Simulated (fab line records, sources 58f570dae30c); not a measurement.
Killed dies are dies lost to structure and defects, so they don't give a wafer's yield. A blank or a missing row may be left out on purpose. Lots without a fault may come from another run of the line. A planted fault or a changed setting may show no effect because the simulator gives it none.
A struck lot beside a sound one | flow berkeley_cmos170 | 15 steps out of a route of 331
Sound: wafers L364.1, L364.4, L364.5. Struck: wafers L371.1, L371.3, L371.4. The cause comes at the end.
At each step with rows: each side's tool, then ch and its chambers, then its first start. Under that, the readings that differ: sound wafers | struck wafers | difference of the means | sigmas: that difference in standard deviations of wafers without a fault.
alike: readings whose means differ by less than 2 such deviations, and words and numbers that are the same on both sides. not compared: withheld readings, readings that some wafer has no value for, bounds like >300 that may hide the same value, and numbers for which the record gives no deviation and whose values overlap.
The two part at a step that has a row with sigmas, a row that says differs or no value, or rows on one side only. Numbers that don't overlap but have no deviation are shown without sigmas and don't part them. A reading that every wafer of one side lacks parts them only if that side has two wafers or more.

UCB170_PWELL_THK_MEAS_03:
  sound on film_metro-01, day 2 23:27; struck on film_metro-04, day 4 20:53
  alike: PWELL_OXIDE_THK
then, 2 steps without rows for these wafers: UCB170_PWELL_ANNEAL_04 (time 900 s); UCB170_PWELL_CVD_05 (deposits Si3N4 from SiH2Cl2/NH3, target thk 220 nm, time 3300 s).
UCB170_PWELL_THK_MEAS_06:
  sound on film_metro-01, day 3 07:31; struck on film_metro-04, day 5 02:52
  alike: PWELL_NITRIDE_THK
then, 6 steps without rows for these wafers: UCB170_PWELL_HMDS_07 (prime time 60 s); UCB170_PWELL_COAT_08 (resist thk 900 nm); UCB170_PWELL_SOFTBAKE_09 (time 60 s); UCB170_PWELL_EXPOSE_10 (exposes mask PWELL, target cd 3000 nm); UCB170_PWELL_PEB_11; UCB170_PWELL_DEVELOP_12 (develop time 45 s).
UCB170_PWELL_OVL_MEAS_13:
  sound on overlay-02, day 3 08:58; struck on overlay-01, day 5 05:22
  alike: PWELL_OVL
UCB170_PWELL_ETCH_14: etches Si3N4 in CH3F/Ar/O2, stops on SiO2, target depth 242 nm, time 151 s.
  sound on rie_diel-03 ch 2,3, day 3 09:00; struck on rie_diel-04 ch 0,2,3, day 5 05:23
  alike: drypump_motor_current_A, oes_product_au, throttle_valve_pct
  not compared: rf_hours_counter_h
UCB170_PWELL_IMPLANT_15:
  sound on implanter-04 ch 0, day 3 09:06; struck on implanter-04 ch 0, day 5 05:29
  reading                   | sound                | struck               | difference | sigmas
  beam_energy_keV           | 59.995 59.977 59.996 | 58.837 58.829 58.831 | -1.157     | -64
  model.implant.drp_nm (nm) | 64.7 64.7 64.7       | 64.03 64.03 64.03    | -0.67      |
  alike: faraday_current_uA, tilt_deg
UCB170_PWELL_STRIP_16: strips in O2.
  sound on plasma_asher-01 ch 0,1, day 3 09:15; struck on plasma_asher-02 ch 0,1, day 5 05:38
  alike: drypump_motor_current_A, o2_flow_sccm, oes_product_au, strip_time_to_endpoint_s
  not compared: rf_hours_counter_h
-- the record jumps here: 5 days lie between the struck wafers' starts before and after (it left off in module PWELL and takes up again in module M3, whose first step shown is number 331 of the route) --
UCB170_M3_PROBE_99:
  the record has rows for the struck wafers here (prober-02, day 10 13:50) and none for the sound ones

WHERE THEY PART
First at UCB170_PWELL_IMPLANT_15; last, within this record, at UCB170_M3_PROBE_99.

WHY: what the simulator had put in
Process parameter drift: implanter-04, from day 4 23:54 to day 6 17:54, at UCB170_PWELL_IMPLANT_15. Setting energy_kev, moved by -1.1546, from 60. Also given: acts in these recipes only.
